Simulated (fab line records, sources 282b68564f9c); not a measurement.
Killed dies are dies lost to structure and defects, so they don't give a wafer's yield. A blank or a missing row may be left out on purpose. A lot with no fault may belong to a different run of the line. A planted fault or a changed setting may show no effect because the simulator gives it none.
Which tool is to blame? || flow rit cmos || 39 wafers from 13 lots sampled at 6 of the route's 202 steps

== WHAT THE GAUGES SHOWED, per wafer ==
RIT_ACTIVE_CD_MEAS_11 targets a cd of 1400 nm. Usual: cd nm 1400.3 nm, standard deviation 2.6.
{"lot": "L573", "measured": "day 1 14:36", "on": "cd sem-01", "cd nm (nm)": "1402.1 1401.5 1402.1", "flag": ""}
{"lot": "L574", "measured": "day 1 22:20", "on": "cd sem-02", "cd nm (nm)": "1400.6 1400.6 1402.8", "flag": ""}
{"lot": "L575", "measured": "day 2 04:55", "on": "cd sem-01", "cd nm (nm)": "1399.8 1400.3 1400.3", "flag": ""}
{"lot": "L577", "measured": "day 2 11:37", "on": "cd sem-01", "cd nm (nm)": "1403.1 1400.8 1402.1", "flag": ""}
{"lot": "L578", "measured": "day 2 18:54", "on": "cd sem-02", "cd nm (nm)": "1396.5 1401.2 1398.8", "flag": ""}
{"lot": "L579", "measured": "day 2 22:28", "on": "cd sem-02", "cd nm (nm)": "1401.3 1402.3 1401.1", "flag": ""}
{"lot": "L588", "measured": "day 4 21:10", "on": "cd sem-02", "cd nm (nm)": "1403.1 1404.9 1402.6", "flag": ""}
{"lot": "L589", "measured": "day 5 02:35", "on": "cd sem-02", "cd nm (nm)": "1399.2 1402.4 1402.0", "flag": ""}
{"lot": "L591", "measured": "day 5 13:52", "on": "cd sem-02", "cd nm (nm)": "1399.4 1398.7 1399.3", "flag": ""}
{"lot": "L593", "measured": "day 5 21:22", "on": "cd sem-02", "cd nm (nm)": "1399.7 1397.0 1398.7", "flag": ""}
{"lot": "L594", "measured": "day 6 04:22", "on": "cd sem-02", "cd nm (nm)": "1407.6 1404.9 1405.8", "flag": ""}
{"lot": "L595", "measured": "day 6 09:59", "on": "cd sem-01", "cd nm (nm)": "1399.4 1402.2 1401.5", "flag": ""}
{"lot": "L596", "measured": "day 6 12:09", "on": "cd sem-02", "cd nm (nm)": "1401.1 1399.5 1398.6", "flag": ""}

RIT_PWELL_OVL_MEAS_06. Usual: for PWELL_OVL the level is 0.4 nm and the standard deviation is 1.5.
{"lot": "L573", "measured": "day 2 05:53", "on": "overlay-01", "PWELL_OVL (nm)": "-0.3 -0.4 1.4", "flag": ""}
{"lot": "L574", "measured": "day 2 10:05", "on": "overlay-01", "PWELL_OVL (nm)": "-1.4 0.1 -0.6", "flag": ""}
{"lot": "L575", "measured": "day 2 14:20", "on": "overlay-01", "PWELL_OVL (nm)": "-0.3 -1.9 -1.6", "flag": ""}
{"lot": "L577", "measured": "day 2 21:04", "on": "overlay-01", "PWELL_OVL (nm)": "2.2 0.7 0.8", "flag": ""}
{"lot": "L578", "measured": "day 3 04:46", "on": "overlay-02", "PWELL_OVL (nm)": "1.8 1.1 2.3", "flag": ""}
{"lot": "L579", "measured": "day 3 10:31", "on": "overlay-02", "PWELL_OVL (nm)": "- - -", "flag": "OFF"}
{"lot": "L588", "measured": "day 5 13:02", "on": "overlay-01", "PWELL_OVL (nm)": "1.7 0.2 0.2", "flag": ""}
{"lot": "L589", "measured": "day 5 17:41", "on": "overlay-01", "PWELL_OVL (nm)": "-1.3 -1.1 0.2", "flag": ""}
{"lot": "L591", "measured": "day 6 03:17", "on": "overlay-01", "PWELL_OVL (nm)": "1.5 1.4 1.5", "flag": ""}
{"lot": "L593", "measured": "day 6 13:42", "on": "overlay-02", "PWELL_OVL (nm)": "2.9 3.2 3.1", "flag": ""}
{"lot": "L594", "measured": "day 6 19:20", "on": "overlay-01", "PWELL_OVL (nm)": "1.0 0.0 -1.2", "flag": ""}
{"lot": "L595", "measured": "day 6 19:34", "on": "overlay-02", "PWELL_OVL (nm)": "2.4 0.9 1.7", "flag": ""}
{"lot": "L596", "measured": "day 6 19:53", "on": "overlay-02", "PWELL_OVL (nm)": "-1.0 0.8 1.8", "flag": ""}

RIT_PWELL_TW_MEAS_10. Usual: for PWELL_TW the level is 962 and the standard deviation is 5.1.
{"lot": "L573", "measured": "day 2 06:30", "on": "film metro-01", "PWELL_TW": "959 956 960", "flag": ""}
{"lot": "L574", "measured": "day 2 10:41", "on": "film metro-03", "PWELL_TW": "963 958 960", "flag": ""}
{"lot": "L575", "measured": "day 2 14:57", "on": "film metro-04", "PWELL_TW": "975 969 967", "flag": ""}
{"lot": "L577", "measured": "day 2 21:41", "on": "film metro-01", "PWELL_TW": "959 964 965", "flag": ""}
{"lot": "L578", "measured": "day 3 05:26", "on": "film metro-03", "PWELL_TW": "971 968 963", "flag": ""}
{"lot": "L579", "measured": "day 3 11:07", "on": "film metro-03", "PWELL_TW": "30 30 30", "flag": "OFF"}
{"lot": "L588", "measured": "day 5 13:38", "on": "film metro-03", "PWELL_TW": "955 958 955", "flag": ""}
{"lot": "L589", "measured": "day 5 18:17", "on": "film metro-03", "PWELL_TW": "963 960 960", "flag": ""}
{"lot": "L591", "measured": "day 6 03:53", "on": "film metro-04", "PWELL_TW": "964 960 966", "flag": ""}
{"lot": "L593", "measured": "day 6 14:19", "on": "film metro-01", "PWELL_TW": "960 960 954", "flag": ""}
{"lot": "L594", "measured": "day 6 19:58", "on": "film metro-03", "PWELL_TW": "955 957 956", "flag": ""}
{"lot": "L595", "measured": "day 6 20:11", "on": "film metro-01", "PWELL_TW": "966 959 955", "flag": ""}
{"lot": "L596", "measured": "day 6 20:37", "on": "film metro-04", "PWELL_TW": "966 965 971", "flag": ""}

RIT_PSD_OVL_MEAS_06. Usual: for PSD_OVL the level is -1.4 nm and the standard deviation is 1.4.
{"lot": "L573", "measured": "day 3 11:38", "on": "overlay-01", "PSD_OVL (nm)": "-5.4 -3.0 -3.8", "flag": ""}
{"lot": "L574", "measured": "day 3 17:17", "on": "overlay-01", "PSD_OVL (nm)": "0.3 -2.2 -0.6", "flag": ""}
{"lot": "L575", "measured": "day 3 21:07", "on": "overlay-01", "PSD_OVL (nm)": "-0.4 -2.7 0.3", "flag": ""}
{"lot": "L577", "measured": "day 4 06:25", "on": "overlay-02", "PSD_OVL (nm)": "-1.1 -3.2 -1.2", "flag": ""}
{"lot": "L578", "measured": "day 4 17:10", "on": "overlay-02", "PSD_OVL (nm)": "-1.6 -0.5 -1.1", "flag": ""}
{"lot": "L579", "measured": "day 5 01:08", "on": "overlay-01", "PSD_OVL (nm)": "-4.3 -0.9 -1.6", "flag": ""}
{"lot": "L588", "measured": "day 7 03:57", "on": "overlay-02", "PSD_OVL (nm)": "-0.5 -1.1 -0.5", "flag": ""}
{"lot": "L589", "measured": "day 7 13:16", "on": "overlay-02", "PSD_OVL (nm)": "1.2 0.3 0.6", "flag": ""}
{"lot": "L591", "measured": "day 7 13:43", "on": "overlay-01", "PSD_OVL (nm)": "-0.2 -1.5 -2.2", "flag": ""}
{"lot": "L593", "measured": "day 7 21:57", "on": "overlay-01", "PSD_OVL (nm)": "-1.9 -2.9 -1.7", "flag": ""}
{"lot": "L594", "measured": "day 8 01:01", "on": "overlay-01", "PSD_OVL (nm)": "-1.3 -0.8 -2.5", "flag": ""}
{"lot": "L595", "measured": "day 8 02:35", "on": "overlay-02", "PSD_OVL (nm)": "-0.7 -1.8 -3.1", "flag": ""}
{"lot": "L596", "measured": "day 8 05:31", "on": "overlay-01", "PSD_OVL (nm)": "-0.8 0.1 0.3", "flag": ""}

RIT_M1_OVL_MEAS_10. Usual: for M1_OVL the level is 0.0 nm and the standard deviation is 1.1.
{"lot": "L573", "measured": "day 3 17:49", "on": "overlay-02", "M1_OVL (nm)": "0.0 -0.7 -0.4", "flag": ""}
{"lot": "L574", "measured": "day 3 23:15", "on": "overlay-01", "M1_OVL (nm)": "-2.6 -3.2 -2.1", "flag": ""}
{"lot": "L575", "measured": "day 4 02:58", "on": "overlay-01", "M1_OVL (nm)": "1.5 -0.2 0.0", "flag": ""}
{"lot": "L577", "measured": "day 4 12:56", "on": "overlay-02", "M1_OVL (nm)": "0.3 -0.9 0.0", "flag": ""}
{"lot": "L578", "measured": "day 4 23:02", "on": "overlay-01", "M1_OVL (nm)": "-0.3 -1.7 0.1", "flag": ""}
{"lot": "L579", "measured": "day 5 07:08", "on": "overlay-02", "M1_OVL (nm)": "2.0 1.3 0.7", "flag": ""}
{"lot": "L588", "measured": "day 7 09:57", "on": "overlay-02", "M1_OVL (nm)": "-1.4 0.5 -2.4", "flag": ""}
{"lot": "L589", "measured": "day 7 19:53", "on": "overlay-02", "M1_OVL (nm)": "-0.3 -0.6 -2.1", "flag": ""}
{"lot": "L591", "measured": "day 7 20:12", "on": "overlay-01", "M1_OVL (nm)": "0.3 0.1 1.9", "flag": ""}
{"lot": "L593", "measured": "day 8 04:28", "on": "overlay-02", "M1_OVL (nm)": "-0.2 0.8 0.8", "flag": ""}
{"lot": "L594", "measured": "day 8 07:10", "on": "overlay-02", "M1_OVL (nm)": "-1.1 -0.6 1.8", "flag": ""}
{"lot": "L595", "measured": "day 8 08:29", "on": "overlay-02", "M1_OVL (nm)": "0.4 1.0 1.9", "flag": ""}
{"lot": "L596", "measured": "day 8 11:44", "on": "overlay-02", "M1_OVL (nm)": "0.6 0.3 0.4", "flag": ""}

== WHAT TOOL EACH LOT RAN ON (gives the tool, then ch and the chambers of the sampled wafers, and finally the start) ==
{"lot": "L573", "RIT_PWELL_EXPOSE_03": "iline stepper-01 ch 0, day 2 05:29"}
{"lot": "L574", "RIT_PWELL_EXPOSE_03": "iline stepper-02 ch 0, day 2 09:39"}
{"lot": "L575", "RIT_PWELL_EXPOSE_03": "iline stepper-02 ch 0, day 2 13:55"}
{"lot": "L577", "RIT_PWELL_EXPOSE_03": "iline stepper-02 ch 0, day 2 20:39"}
{"lot": "L578", "RIT_PWELL_EXPOSE_03": "iline stepper-01 ch 0, day 3 04:22"}
{"lot": "L579", "RIT_PWELL_EXPOSE_03": "iline stepper-02 ch 0, day 3 10:01"}
{"lot": "L588", "RIT_PWELL_EXPOSE_03": "iline stepper-02 ch 0, day 5 12:36"}
{"lot": "L589", "RIT_PWELL_EXPOSE_03": "iline stepper-02 ch 0, day 5 17:15"}
{"lot": "L591", "RIT_PWELL_EXPOSE_03": "iline stepper-02 ch 0, day 6 02:51"}
{"lot": "L593", "RIT_PWELL_EXPOSE_03": "iline stepper-02 ch 0, day 6 13:16"}
{"lot": "L594", "RIT_PWELL_EXPOSE_03": "iline stepper-01 ch 0, day 6 18:55"}
{"lot": "L595", "RIT_PWELL_EXPOSE_03": "iline stepper-01 ch 0, day 6 19:08"}
{"lot": "L596", "RIT_PWELL_EXPOSE_03": "iline stepper-01 ch 0, day 6 19:17"}
- RIT_PWELL_EXPOSE_03: exposes mask M3, target cd 43700 nm.

== WHAT THE TOOLS THEMSELVES READ (means of the sampled wafers that have a number; where no wafer has one, the mark that the record gives instead) ==
RIT_PWELL_EXPOSE_03. Usual: stage vel mm s 500.00 mm/s, standard deviation 0.26.
{"lot": "L573", "tool": "iline stepper-01", "stage vel mm s (mm/s)": 500.24, "flag": ""}
{"lot": "L574", "tool": "iline stepper-02", "stage vel mm s (mm/s)": 499.67, "flag": ""}
{"lot": "L575", "tool": "iline stepper-02", "stage vel mm s (mm/s)": 499.94, "flag": ""}
{"lot": "L577", "tool": "iline stepper-02", "stage vel mm s (mm/s)": 500.08, "flag": ""}
{"lot": "L578", "tool": "iline stepper-01", "stage vel mm s (mm/s)": 500.03, "flag": ""}
{"lot": "L579", "tool": "iline stepper-02", "stage vel mm s (mm/s)": 500.39, "flag": ""}
{"lot": "L588", "tool": "iline stepper-02", "stage vel mm s (mm/s)": 499.99, "flag": ""}
{"lot": "L589", "tool": "iline stepper-02", "stage vel mm s (mm/s)": 499.86, "flag": ""}
{"lot": "L591", "tool": "iline stepper-02", "stage vel mm s (mm/s)": 499.83, "flag": ""}
{"lot": "L593", "tool": "iline stepper-02", "stage vel mm s (mm/s)": 500.07, "flag": ""}
{"lot": "L594", "tool": "iline stepper-01", "stage vel mm s (mm/s)": 499.92, "flag": ""}
{"lot": "L595", "tool": "iline stepper-01", "stage vel mm s (mm/s)": 500.23, "flag": ""}
{"lot": "L596", "tool": "iline stepper-01", "stage vel mm s (mm/s)": 500.00, "flag": ""}

== THE ANSWER, worked out from the rows above alone ==
Rule: a lot is off if the mean of its wafers that have a number lies more than 3 standard deviations from the usual mean. Also off: a lot with no number at a reading for which 4 or more lots have one. All remaining lots with rows at the step are treated as sound. Order of review: gauges by route order, followed by the tools' own readings, for which a lot's mean as printed above is used. At the first step where some lot is off, the reading lying furthest off is the one used; lots without a number count as furthest.
Off: L579, seen at RIT_PWELL_OVL_MEAS_06 (PWELL_OVL). Without a number there: L579.
A tool fits if, at a process step before that reading, it ran every lot that is off, and no sound lot after the first of them. Not tried: the gauges at RIT_PWELL_OVL_MEAS_06; whatever is off there is also off at RIT_PWELL_TW_MEAS_10, on other tools, and gauge error can't account for it. Not one of the candidates tried fits.

== WHAT THE SIMULATOR HAD INSERTED ==
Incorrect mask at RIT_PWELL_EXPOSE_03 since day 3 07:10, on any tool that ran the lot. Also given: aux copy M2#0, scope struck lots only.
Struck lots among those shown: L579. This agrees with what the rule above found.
